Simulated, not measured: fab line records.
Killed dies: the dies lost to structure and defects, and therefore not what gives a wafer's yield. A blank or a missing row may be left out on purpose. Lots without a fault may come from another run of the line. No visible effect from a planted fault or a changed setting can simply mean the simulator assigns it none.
fab line records ; flow rit_cmos ; part 1 of 2: steps 1 to 37 of 51
record: lots: 5; wafers: 15; last_day: 7
route steps=202 shown ACTIVE@18 FOX1@20 FOX2@23 NWELL@28 PWELL@39 WELLDRIVE@50 NRETRO@53 PRETRO@64
lots untouched by any fault: they come from a run of this same line in which no faults occurred
start_h: start of the lot's first displayed wafer, in hours after the record's first day ; wait_h: how many hours have passed since the lot's step before this one ; " same as the row above ; L1.1+2: one row covering several wafers at once ; - no value, or no start was given ; * or withheld: withheld ; < > ~ a bound
route shown NAME@n: NAME is a module with steps in the file, n the number in the route of the first one ; usual: the fault-free wafers' mean and standard deviation ; same: alike in all rows ; chamber/n: place in a boat ; sites: readings site by site ; _std_site: how widely they spread, as a standard deviation ; _edge_site: mean of outer sites minus mean of inner sites ; radius_mm: for every site, how far away it sits from the centre of the wafer ; mask NAME#n: copy n ; behind: the last tool/chamber to shape the wafer ; hold: why the lot was held/for how many hours/how that ended ; device: the transistor (n, p or np) that didn't switch ; end of line: tests run on the same wafers once the route is complete ; where a step has no rows: the recipe by itself ; killed: at the first sort, the dies lost to defects and structure; wafer yield is something else ; map: per-die view of a wafer (x killed, . not killed, _ where there is no die)
set.NAME: the setting that was run; set.NAME@STEP: the one run at that earlier step ; model.NAME: the simulator's own value behind a step, which no gauge read
lots at some steps of the route; a table a step, a row a wafer
services: a tool's chamber out of use, with start hour (start_h, from the record's first day; less than 0 if before it), hours out, and reason
== steps ==
step: RIT_ACTIVE_CLEAN_16
recipe: chemistry: dHF; dilution: 50:1; time_s: 30
lot.wafer;tool;chamber;start_h;wait_h
L075.2+4+6;wet_bench-01;1;20.44;0.0
L077.1+2+5;wet_bench-01;1;30.87;0.0
L079.2+5+6;wet_bench-01;1;42.06;0.0
L087.1+2+3;wet_bench-04;1;80.97;0.0
L094.1+4+5;wet_bench-02;2;115.80;0.0
step: RIT_ACTIVE_CLEAN_17
recipe: chemistry: SC2; mix: 3:3:50; time_s: 600; temp_c: 75; dry: n2_spin
lot.wafer;tool;chamber;start_h;wait_h
L075.2+4+6;wet_bench-01;3;20.45;0.0
L077.1+2+5;wet_bench-04;3;30.89;0.0
L079.2+5+6;wet_bench-01;1;42.08;0.0
L087.1+2+3;wet_bench-01;3;80.99;0.0
L094.1+4+5;wet_bench-02;2;115.82;0.0
step: RIT_FOX1_OXIDATION_00
recipe: temp_c: 1100; ambient: H2O; target_thk_a: 3507; p_h2o_torr: 720; ox_time_s: 1130
lot.wafer;tool;chamber;start_h;wait_h
L075.2+4+6;furnace-01;0;21.58;0.9
L077.1+2+5;furnace-04;0;34.24;3.2
L079.2+5+6;furnace-03;0;42.27;0.0
L087.1+2+3;furnace-01;0;82.40;1.2
L094.1+4+5;furnace-03;0;117.05;1.1
step: RIT_FOX1_THK_MEAS_01
recipe: reads: SiO2_of_FOX1_OXIDATION_00
usual: FOX1_OXIDE_THK: 353/6.4
lot.wafer;tool;chamber;start_h;wait_h;FOX1_OXIDE_THK[nm]
L075.2;film_metro-01;-;22.90;0.0;361
L075.4;film_metro-01;-;22.90;0.0;365
L075.6;film_metro-01;-;22.90;0.0;369
L077.1;film_metro-02;-;35.56;0.0;349
L077.2;film_metro-02;-;35.56;0.0;354
L077.5;film_metro-02;-;35.56;0.0;353
L079.2;film_metro-01;-;43.59;0.0;351
L079.5;film_metro-01;-;43.59;0.0;353
L079.6;film_metro-01;-;43.59;0.0;352
L087.1;film_metro-03;-;83.71;0.0;352
L087.2;film_metro-03;-;83.71;0.0;352
L087.3;film_metro-03;-;83.71;0.0;352
L094.1;film_metro-01;-;118.37;0.0;336
L094.4;film_metro-01;-;118.37;0.0;336
L094.5;film_metro-01;-;118.37;0.0;340
step: RIT_FOX1_WET_ETCH_02
recipe: chemistry: BOE; target_depth_nm: 350; time_s: 390; temp_c: 21.5; dry: n2_spin; dilution: 10:1; target: SiO2
lot.wafer;tool;chamber;start_h;wait_h
L075.2+4+6;wet_bench-01;2;22.95;0.0
L077.1+2+5;wet_bench-01;1;35.62;0.1
L079.2+5+6;wet_bench-01;0;43.64;0.0
L087.1+2+3;wet_bench-02;2;83.77;0.1
L094.1+4+5;wet_bench-02;2;118.43;0.1
step: RIT_FOX2_OXIDATION_00
recipe: temp_c: 1100; ambient: H2O; target_thk_a: 3507; p_h2o_torr: 720; ox_time_s: 1130
lot.wafer;tool;chamber;start_h;wait_h
L075.2+4+6;furnace-01;0;23.97;0.9
L077.1+2+5;furnace-01;0;36.88;1.1
L079.2+5+6;furnace-01;0;45.32;1.5
L087.1+2+3;furnace-01;0;83.89;0.0
L094.1+4+5;furnace-04;0;118.55;0.0
step: RIT_FOX2_THK_MEAS_01
recipe: reads: SiO2_of_FOX2_OXIDATION_00
usual: FOX2_OXIDE_THK: 354/6.8
lot.wafer;tool;chamber;start_h;wait_h;FOX2_OXIDE_THK[nm]
L075.2;film_metro-04;-;25.29;0.0;348
L075.4;film_metro-04;-;25.29;0.0;348
L075.6;film_metro-04;-;25.29;0.0;349
L077.1;film_metro-04;-;38.19;0.0;361
L077.2;film_metro-04;-;38.19;0.0;359
L077.5;film_metro-04;-;38.19;0.0;360
L079.2;film_metro-02;-;46.64;0.0;349
L079.5;film_metro-02;-;46.64;0.0;346
L079.6;film_metro-02;-;46.64;0.0;349
L087.1;film_metro-02;-;85.20;0.0;354
L087.2;film_metro-02;-;85.20;0.0;350
L087.3;film_metro-02;-;85.20;0.0;352
L094.1;film_metro-02;-;119.87;0.0;350
L094.4;film_metro-02;-;119.87;0.0;348
L094.5;film_metro-02;-;119.87;0.0;352
step: RIT_FOX2_CLEAN_02
recipe: chemistry: dHF; dilution: 50:1; time_s: 180
lot.wafer;tool;chamber;start_h;wait_h
L075.2+4+6;wet_bench-01;3;25.34;0.0
L077.1+2+5;wet_bench-03;1;38.25;0.1
L079.2+5+6;wet_bench-04;1;46.69;0.0
L087.1+2+3;wet_bench-04;2;85.26;0.1
L094.1+4+5;wet_bench-03;1;119.93;0.1
step: RIT_FOX2_WET_ETCH_03
recipe: chemistry: H3PO4; target: Si3N4; target_depth_nm: 195; temp_c: 165; time_s: 2700
lot.wafer;tool;chamber;start_h;wait_h
L075.2+4+6;wet_bench-04;2;25.40;0.0
L077.1+2+5;wet_bench-01;2;38.32;0.0
L079.2+5+6;wet_bench-01;3;46.82;0.0
L087.1+2+3;wet_bench-04;0;85.32;0.0
L094.1+4+5;wet_bench-01;2;119.99;0.0
step: RIT_FOX2_THK_MEAS_90
recipe: reads: SiO2_of_FOX2_OXIDATION_00
usual: FIELD_OXIDE_LEFT_1_THK: 326/6.7
lot.wafer;tool;chamber;start_h;wait_h;FIELD_OXIDE_LEFT_1_THK[nm]
L075.2;film_metro-01;-;26.23;0.0;321
L075.4;film_metro-01;-;26.23;0.0;321
L075.6;film_metro-01;-;26.23;0.0;322
L077.1;film_metro-04;-;39.14;0.0;333
L077.2;film_metro-04;-;39.14;0.0;332
L077.5;film_metro-04;-;39.14;0.0;332
L079.2;film_metro-01;-;47.65;0.0;322
L079.5;film_metro-01;-;47.65;0.0;319
L079.6;film_metro-01;-;47.65;0.0;321
L087.1;film_metro-04;-;86.08;0.0;326
L087.2;film_metro-04;-;86.08;0.0;323
L087.3;film_metro-04;-;86.08;0.0;325
L094.1;film_metro-02;-;120.75;0.0;323
L094.4;film_metro-02;-;120.75;0.0;320
L094.5;film_metro-02;-;120.75;0.0;325
step: RIT_NWELL_HMDS_00
recipe: prime_time_s: 60; prime_temp_c: 140
lot.wafer;tool;chamber;start_h;wait_h
L075.2+4+6;litho_track-04;0;26.31;0.1
L077.1+2+5;litho_track-02;0;39.20;0.1
L079.2+5+6;litho_track-03;0;47.73;0.1
L087.1+2+3;litho_track-02;0;86.14;0.1
L094.1+4+5;litho_track-02;0;120.81;0.1
step: RIT_NWELL_COAT_01
recipe: resist: NOVOLAK; spin_rpm: 2000; resist_thk_nm: 1300
usual: dispense_pressure_kPa: 47/3
lot.wafer;tool;chamber;start_h;wait_h;dispense_pressure_kPa
L075.2;litho_track-04;0;26.46;0.1;47
L075.4;litho_track-04;0;26.46;0.1;47
L075.6;litho_track-04;0;26.46;0.1;47
L077.1;litho_track-02;0;39.35;0.1;51
L077.2;litho_track-02;0;39.35;0.1;51
L077.5;litho_track-02;0;39.35;0.1;51
L079.2;litho_track-03;0;47.88;0.1;43
L079.5;litho_track-03;0;47.88;0.1;43
L079.6;litho_track-03;0;47.88;0.1;43
L087.1;litho_track-02;0;86.29;0.1;51
L087.2;litho_track-02;0;86.29;0.1;51
L087.3;litho_track-02;0;86.29;0.1;51
L094.1;litho_track-02;0;120.96;0.1;51
L094.4;litho_track-02;0;120.96;0.1;51
L094.5;litho_track-02;0;120.96;0.1;52
step: RIT_NWELL_SOFTBAKE_02
recipe: resist: NOVOLAK; temp_c: 90; time_s: 60
lot.wafer;tool;chamber;start_h;wait_h
L075.2+4+6;litho_track-04;0;26.61;0.1
L077.1+2+5;litho_track-02;0;39.50;0.1
L079.2+5+6;litho_track-03;0;48.03;0.1
L087.1+2+3;litho_track-02;0;86.44;0.1
L094.1+4+5;litho_track-02;0;121.11;0.1
step: RIT_NWELL_EXPOSE_03
recipe: mask_id: M2; na: 0.57; target_cd_nm: 43900; dose_mj: 250
lot.wafer;tool;chamber;start_h;wait_h;mask
L075.2+4+6;iline_stepper-02;0;26.88;0.2;M2#0
L077.1+2+5;iline_stepper-01;0;39.81;0.3;M2#0
L079.2+5+6;iline_stepper-02;0;48.17;0.1;M2#0
L087.1+2+3;iline_stepper-01;0;86.71;0.2;M2#0
L094.1+4+5;iline_stepper-02;0;121.38;0.2;M2#0
step: RIT_NWELL_PEB_04
recipe: resist: NOVOLAK; temp_c: withheld; time_s: withheld
lot.wafer;tool;chamber;start_h;wait_h
L075.2+4+6;litho_track-02;0;27.00;0.1
L077.1+2+5;litho_track-03;0;39.93;0.1
L079.2+5+6;litho_track-02;0;48.30;0.1
L087.1+2+3;litho_track-04;0;86.83;0.1
L094.1+4+5;litho_track-02;0;121.50;0.1
step: RIT_NWELL_DEVELOP_05
recipe: resist: NOVOLAK; develop_time_s: 68; dev_temp_c: 23
lot.wafer;tool;chamber;start_h;wait_h
L075.2+4+6;litho_track-02;0;-;-
L077.1+2+5;litho_track-03;0;-;-
L079.2+5+6;litho_track-02;0;-;-
L087.1+2+3;litho_track-04;0;-;-
L094.1+4+5;litho_track-02;0;-;-
step: RIT_NWELL_OVL_MEAS_06
usual: NWELL_OVL: 0.0/1.3
lot.wafer;tool;chamber;start_h;wait_h;NWELL_OVL[nm]
L075.2;overlay-02;-;27.30;-;-0.6
L075.4;overlay-02;-;27.30;-;0.2
L075.6;overlay-02;-;27.30;-;1.6
L077.1;overlay-01;-;40.24;-;-0.6
L077.2;overlay-01;-;40.24;-;-0.7
L077.5;overlay-01;-;40.24;-;-1.5
L079.2;overlay-01;-;48.59;-;0.8
L079.5;overlay-01;-;48.59;-;1.1
L079.6;overlay-01;-;48.59;-;1.2
L087.1;overlay-01;-;87.14;-;1.7
L087.2;overlay-01;-;87.14;-;0.2
L087.3;overlay-01;-;87.14;-;1.2
L094.1;overlay-02;-;121.81;-;0.1
L094.4;overlay-02;-;121.81;-;-2.4
L094.5;overlay-02;-;121.81;-;-0.7
step: RIT_NWELL_HARDBAKE_07
recipe: resist: NOVOLAK; temp_c: 140; time_s: 120
lot.wafer;tool;chamber;start_h;wait_h
L075.2+4+6;litho_track-04;0;27.54;0.2
L077.1+2+5;litho_track-03;0;40.54;0.3
L079.2+5+6;litho_track-04;0;48.66;0.1
L087.1+2+3;litho_track-02;0;87.18;0.0
L094.1+4+5;litho_track-02;0;121.85;0.0
step: RIT_NWELL_IMPLANT_08
recipe: species: P; energy_kev: 170; dose_cm2: 5e+13; tilt_deg: 7
usual: faraday_current_uA: 159/3.4
lot.wafer;tool;chamber;start_h;wait_h;faraday_current_uA
L075.2;implanter-01;0;27.77;0.2;155
L075.4;implanter-01;0;27.77;0.2;156
L075.6;implanter-01;0;27.77;0.2;166
L077.1;implanter-02;0;40.79;0.2;157
L077.2;implanter-02;0;40.79;0.2;161
L077.5;implanter-02;0;40.79;0.2;152
L079.2;implanter-03;0;48.90;0.2;158
L079.5;implanter-03;0;48.90;0.2;158
L079.6;implanter-03;0;48.90;0.2;157
L087.1;implanter-03;0;87.43;0.2;159
L087.2;implanter-03;0;87.43;0.2;157
L087.3;implanter-03;0;87.43;0.2;158
L094.1;implanter-03;0;122.10;0.2;162
L094.4;implanter-03;0;122.10;0.2;159
L094.5;implanter-03;0;122.10;0.2;152
step: RIT_NWELL_STRIP_09
recipe: chemistry: O2; time_s: 180; resist: NOVOLAK; platen_temp_c: withheld; power_w: 500; pressure_mtorr: 4000; o2_flow_sccm: 4000
usual: drypump_motor_current_A: 5.92/0.24; o2_flow_sccm: 4001/12
lot.wafer;tool;chamber;start_h;wait_h;drypump_motor_current_A;o2_flow_sccm;rf_hours_counter_h
L075.2;plasma_asher-04;1;27.90;0.1;6.21;3991;22
L075.4;plasma_asher-04;1;27.90;0.1;6.19;4005;-
L075.6;plasma_asher-04;0;27.90;0.1;6.18;4007;-
L077.1;plasma_asher-03;1;40.94;0.1;5.64;4022;40
L077.2;plasma_asher-03;0;40.94;0.1;5.79;3984;40
L077.5;plasma_asher-03;0;40.94;0.1;5.77;4002;-
L079.2;plasma_asher-04;1;49.02;0.1;6.12;3985;24
L079.5;plasma_asher-04;1;49.02;0.1;6.15;3992;-
L079.6;plasma_asher-04;0;49.02;0.1;6.19;3995;-
L087.1;plasma_asher-04;0;87.58;0.1;6.21;4006;28
L087.2;plasma_asher-04;1;87.58;0.1;6.22;4004;28
L087.3;plasma_asher-04;1;87.58;0.1;6.23;4010;-
L094.1;plasma_asher-04;1;122.25;0.1;6.18;3995;32
L094.4;plasma_asher-04;1;122.25;0.1;6.22;3990;-
L094.5;plasma_asher-04;1;122.25;0.1;6.19;3987;-
step: RIT_NWELL_TW_MEAS_10
usual: NWELL_TW: 2156/14
lot.wafer;tool;chamber;start_h;wait_h;NWELL_TW
L075.2;film_metro-03;-;28.08;0.1;2131
L075.4;film_metro-03;-;28.08;0.1;2128
L075.6;film_metro-03;-;28.08;0.1;2114
L077.1;film_metro-01;-;41.12;0.1;2161
L077.2;film_metro-01;-;41.12;0.1;2161
L077.5;film_metro-01;-;41.12;0.1;2157
L079.2;film_metro-01;-;49.21;0.1;2159
L079.5;film_metro-01;-;49.21;0.1;2154
L079.6;film_metro-01;-;49.21;0.1;2147
L087.1;film_metro-03;-;87.75;0.1;2135
L087.2;film_metro-03;-;87.75;0.1;2127
L087.3;film_metro-03;-;87.75;0.1;2145
L094.1;film_metro-01;-;122.42;0.1;2170
L094.4;film_metro-01;-;122.42;0.1;2167
L094.5;film_metro-01;-;122.42;0.1;2177
step: RIT_PWELL_HMDS_00
recipe: prime_time_s: 60; prime_temp_c: 140
lot.wafer;tool;chamber;start_h;wait_h
L075.2+4+6;litho_track-03;0;28.16;0.1
L077.1+2+5;litho_track-04;0;41.18;0.1
L079.2+5+6;litho_track-03;0;49.28;0.1
L087.1+2+3;litho_track-03;0;87.84;0.1
L094.1+4+5;litho_track-04;0;122.48;0.1
step: RIT_PWELL_COAT_01
recipe: resist: NOVOLAK; spin_rpm: 2000; resist_thk_nm: 1300
usual: dispense_pressure_kPa: 46.1/2.5
lot.wafer;tool;chamber;start_h;wait_h;dispense_pressure_kPa
L075.2;litho_track-03;0;28.31;0.1;43.3
L075.4;litho_track-03;0;28.31;0.1;43.3
L075.6;litho_track-03;0;28.31;0.1;43.2
L077.1;litho_track-04;0;41.33;0.1;47.3
L077.2;litho_track-04;0;41.33;0.1;47.3
L077.5;litho_track-04;0;41.33;0.1;47.3
L079.2;litho_track-03;0;49.43;0.1;43.2
L079.5;litho_track-03;0;49.43;0.1;43.2
L079.6;litho_track-03;0;49.43;0.1;43.3
L087.1;litho_track-03;0;87.99;0.1;43.3
L087.2;litho_track-03;0;87.99;0.1;43.3
L087.3;litho_track-03;0;87.99;0.1;43.3
L094.1;litho_track-04;0;122.63;0.1;47.1
L094.4;litho_track-04;0;122.63;0.1;47.1
L094.5;litho_track-04;0;122.63;0.1;47.1
step: RIT_PWELL_SOFTBAKE_02
recipe: resist: NOVOLAK; temp_c: 90; time_s: 60
lot.wafer;tool;chamber;start_h;wait_h
L075.2+4+6;litho_track-03;0;28.46;0.1
L077.1+2+5;litho_track-04;0;41.48;0.1
L079.2+5+6;litho_track-03;0;49.58;0.1
L087.1+2+3;litho_track-03;0;88.14;0.1
L094.1+4+5;litho_track-04;0;122.78;0.1
step: RIT_PWELL_EXPOSE_03
recipe: mask_id: M3; na: 0.57; target_cd_nm: 43700; dose_mj: 250
lot.wafer;tool;chamber;start_h;wait_h;mask
L075.2+4+6;iline_stepper-02;0;28.60;0.1;M3#0
L077.1+2+5;iline_stepper-02;0;41.63;0.1;M3#0
L079.2+5+6;iline_stepper-01;0;49.85;0.2;M3#0
L087.1+2+3;iline_stepper-01;0;88.42;0.2;M3#0
L094.1+4+5;iline_stepper-02;0;122.93;0.1;M3#0
step: RIT_PWELL_PEB_04
recipe: resist: NOVOLAK; temp_c: withheld; time_s: withheld
lot.wafer;tool;chamber;start_h;wait_h
L075.2+4+6;litho_track-04;0;28.72;0.1
L077.1+2+5;litho_track-03;0;41.74;0.1
L079.2+5+6;litho_track-04;0;49.97;0.1
L087.1+2+3;litho_track-04;0;88.53;0.1
L094.1+4+5;litho_track-01;0;123.05;0.1
step: RIT_PWELL_DEVELOP_05
recipe: resist: NOVOLAK; develop_time_s: 68; dev_temp_c: 23
lot.wafer;tool;chamber;start_h;wait_h
L075.2+4+6;litho_track-04;0;-;-
L077.1+2+5;litho_track-03;0;-;-
L079.2+5+6;litho_track-04;0;-;-
L087.1+2+3;litho_track-04;0;-;-
L094.1+4+5;litho_track-01;0;-;-
step: RIT_PWELL_OVL_MEAS_06
usual: PWELL_OVL: 1.7/1.5
lot.wafer;tool;chamber;start_h;wait_h;PWELL_OVL[nm]
L075.2;overlay-02;-;29.02;-;0.5
L075.4;overlay-02;-;29.02;-;1.7
L075.6;overlay-02;-;29.02;-;1.6
L077.1;overlay-01;-;42.06;-;1.1
L077.2;overlay-01;-;42.06;-;3.0
L077.5;overlay-01;-;42.06;-;2.4
L079.2;overlay-02;-;50.27;-;0.9
L079.5;overlay-02;-;50.27;-;1.5
L079.6;overlay-02;-;50.27;-;1.0
L087.1;overlay-01;-;88.85;-;3.6
L087.2;overlay-01;-;88.85;-;1.3
L087.3;overlay-01;-;88.85;-;2.7
L094.1;overlay-01;-;123.36;-;2.2
L094.4;overlay-01;-;123.36;-;1.3
L094.5;overlay-01;-;123.36;-;0.6
step: RIT_PWELL_HARDBAKE_07
recipe: resist: NOVOLAK; temp_c: 140; time_s: 120
lot.wafer;tool;chamber;start_h;wait_h
L075.2+4+6;litho_track-01;0;29.09;0.1
L077.1+2+5;litho_track-01;0;42.09;0.0
L079.2+5+6;litho_track-01;0;50.34;0.1
L087.1+2+3;litho_track-04;0;88.88;0.0
L094.1+4+5;litho_track-01;0;123.40;0.0
step: RIT_PWELL_IMPLANT_08
recipe: species: B; energy_kev: 170; dose_cm2: 7e+13; tilt_deg: 7
usual: faraday_current_uA: 222/4.5
lot.wafer;tool;chamber;start_h;wait_h;faraday_current_uA
L075.2;implanter-04;0;29.32;0.2;220
L075.4;implanter-04;0;29.32;0.2;216
L075.6;implanter-04;0;29.32;0.2;223
L077.1;implanter-01;0;42.34;0.2;223
L077.2;implanter-01;0;42.34;0.2;215
L077.5;implanter-01;0;42.34;0.2;220
L079.2;implanter-01;0;50.57;0.2;222
L079.5;implanter-01;0;50.57;0.2;220
L079.6;implanter-01;0;50.57;0.2;222
L087.1;implanter-03;0;89.13;0.2;216
L087.2;implanter-03;0;89.13;0.2;218
L087.3;implanter-03;0;89.13;0.2;225
L094.1;implanter-03;0;123.65;0.2;226
L094.4;implanter-03;0;123.65;0.2;224
L094.5;implanter-03;0;123.65;0.2;228
step: RIT_PWELL_STRIP_09
recipe: chemistry: O2; time_s: 180; resist: NOVOLAK; platen_temp_c: withheld; power_w: 500; pressure_mtorr: 4000; o2_flow_sccm: 4000
usual: drypump_motor_current_A: 5.76/0.08; o2_flow_sccm: 3999/13
lot.wafer;tool;chamber;start_h;wait_h;drypump_motor_current_A;o2_flow_sccm;rf_hours_counter_h
L075.2;plasma_asher-03;0;29.45;0.1;5.77;3977;39
L075.4;plasma_asher-03;1;29.45;0.1;5.63;4016;-
L075.6;plasma_asher-03;1;29.45;0.1;5.64;4008;-
L077.1;plasma_asher-02;1;42.49;0.1;5.87;4004;40
L077.2;plasma_asher-02;0;42.49;0.1;5.70;3992;40
L077.5;plasma_asher-02;0;42.49;0.1;5.70;3979;-
L079.2;plasma_asher-03;1;50.70;0.1;5.64;4023;41
L079.5;plasma_asher-03;0;50.70;0.1;5.76;4008;-
L079.6;plasma_asher-03;1;50.70;0.1;5.66;4006;-
L087.1;plasma_asher-02;0;89.28;0.1;5.62;3997;45
L087.2;plasma_asher-02;1;89.28;0.1;5.87;4002;45
L087.3;plasma_asher-02;0;89.28;0.1;5.62;3988;-
L094.1;plasma_asher-02;0;123.80;0.1;5.64;4004;1
L094.4;plasma_asher-02;1;123.80;0.1;5.82;4000;-
L094.5;plasma_asher-02;1;123.80;0.1;5.88;3997;-
step: RIT_PWELL_TW_MEAS_10
usual: PWELL_TW: 959/7.9
lot.wafer;tool;chamber;start_h;wait_h;PWELL_TW
L075.2;film_metro-04;-;29.63;0.1;963
L075.4;film_metro-04;-;29.63;0.1;961
L075.6;film_metro-04;-;29.63;0.1;963
L077.1;film_metro-04;-;42.67;0.1;969
L077.2;film_metro-04;-;42.67;0.1;963
L077.5;film_metro-04;-;42.67;0.1;961
L079.2;film_metro-03;-;50.88;0.1;940
L079.5;film_metro-03;-;50.88;0.1;947
L079.6;film_metro-03;-;50.88;0.1;944
L087.1;film_metro-01;-;89.46;0.1;958
L087.2;film_metro-01;-;89.46;0.1;960
L087.3;film_metro-01;-;89.46;0.1;958
L094.1;film_metro-01;-;123.97;0.1;952
L094.4;film_metro-01;-;123.97;0.1;956
L094.5;film_metro-01;-;123.97;0.1;960
step: RIT_WELLDRIVE_ANNEAL_00
recipe: temp_c: 1100; time_s: 14700; ambient: N2
lot.wafer;tool;chamber;start_h;wait_h
L075.2+4+6;furnace-03;0;30.31;0.7
L077.1+2+5;furnace-03;0;43.58;0.9
L079.2+5+6;furnace-03;0;54.71;3.8
L087.1+2+3;furnace-04;0;89.84;0.4
L094.1+4+5;furnace-01;0;124.03;0.1
step: RIT_WELLDRIVE_RS_MEAS_01
recipe: thk_meas_gauge: four-point-probe
usual: NWELL_RS: 275.4/0.83
lot.wafer;tool;chamber;start_h;wait_h;NWELL_RS[ohm/sq]
L075.2;film_metro-01;-;35.42;0.0;274.8
L075.4;film_metro-01;-;35.42;0.0;275.6
L075.6;film_metro-01;-;35.42;0.0;276.6
L077.1;film_metro-03;-;48.66;0.0;275.1
L077.2;film_metro-03;-;48.66;0.0;274.9
L077.5;film_metro-03;-;48.66;0.0;275.9
L079.2;film_metro-04;-;59.81;0.0;274.7
L079.5;film_metro-04;-;59.81;0.0;274.8
L079.6;film_metro-04;-;59.81;0.0;275.0
L087.1;film_metro-03;-;94.93;0.0;275.0
L087.2;film_metro-03;-;94.93;0.0;275.2
L087.3;film_metro-03;-;94.93;0.0;275.0
L094.1;film_metro-04;-;129.12;0.0;273.6
L094.4;film_metro-04;-;129.12;0.0;273.8
L094.5;film_metro-04;-;129.12;0.0;274.5
step: RIT_WELLDRIVE_RS_MEAS_02
recipe: thk_meas_gauge: four-point-probe
usual: PWELL_RS: 428.9/1.2
lot.wafer;tool;chamber;start_h;wait_h;PWELL_RS[ohm/sq]
L075.2;film_metro-01;-;35.54;0.1;429.8
L075.4;film_metro-01;-;35.54;0.1;429.4
L075.6;film_metro-01;-;35.54;0.1;429.7
L077.1;film_metro-03;-;48.78;0.1;429.7
L077.2;film_metro-03;-;48.78;0.1;428.8
L077.5;film_metro-03;-;48.78;0.1;428.6
L079.2;film_metro-04;-;59.93;0.1;427.6
L079.5;film_metro-04;-;59.93;0.1;429.2
L079.6;film_metro-04;-;59.93;0.1;428.6
L087.1;film_metro-03;-;95.05;0.1;429.0
L087.2;film_metro-03;-;95.05;0.1;427.7
L087.3;film_metro-03;-;95.05;0.1;427.2
L094.1;film_metro-04;-;129.24;0.1;430.8
L094.4;film_metro-04;-;129.24;0.1;430.0
L094.5;film_metro-04;-;129.24;0.1;429.5
step: RIT_NRETRO_HMDS_00
recipe: prime_time_s: 60; prime_temp_c: 140
lot.wafer;tool;chamber;start_h;wait_h
L075.2+4+6;litho_track-02;0;35.66;0.1
L077.1+2+5;litho_track-01;0;48.90;0.1
L079.2+5+6;litho_track-02;0;60.06;0.1
L087.1+2+3;litho_track-03;0;95.17;0.1
L094.1+4+5;litho_track-01;0;129.36;0.1
step: RIT_NRETRO_COAT_01
recipe: resist: NOVOLAK; spin_rpm: 2000; resist_thk_nm: 1300
usual: dispense_pressure_kPa: 48/3.5
lot.wafer;tool;chamber;start_h;wait_h;dispense_pressure_kPa
L075.2;litho_track-02;0;35.81;0.1;51
L075.4;litho_track-02;0;35.81;0.1;51
L075.6;litho_track-02;0;35.81;0.1;51
L077.1;litho_track-01;0;49.05;0.1;49
L077.2;litho_track-01;0;49.05;0.1;49
L077.5;litho_track-01;0;49.05;0.1;49
L079.2;litho_track-02;0;60.21;0.1;51
L079.5;litho_track-02;0;60.21;0.1;51
L079.6;litho_track-02;0;60.21;0.1;51
L087.1;litho_track-03;0;95.32;0.1;43
L087.2;litho_track-03;0;95.32;0.1;43
L087.3;litho_track-03;0;95.32;0.1;43
L094.1;litho_track-01;0;129.51;0.1;49
L094.4;litho_track-01;0;129.51;0.1;49
L094.5;litho_track-01;0;129.51;0.1;49
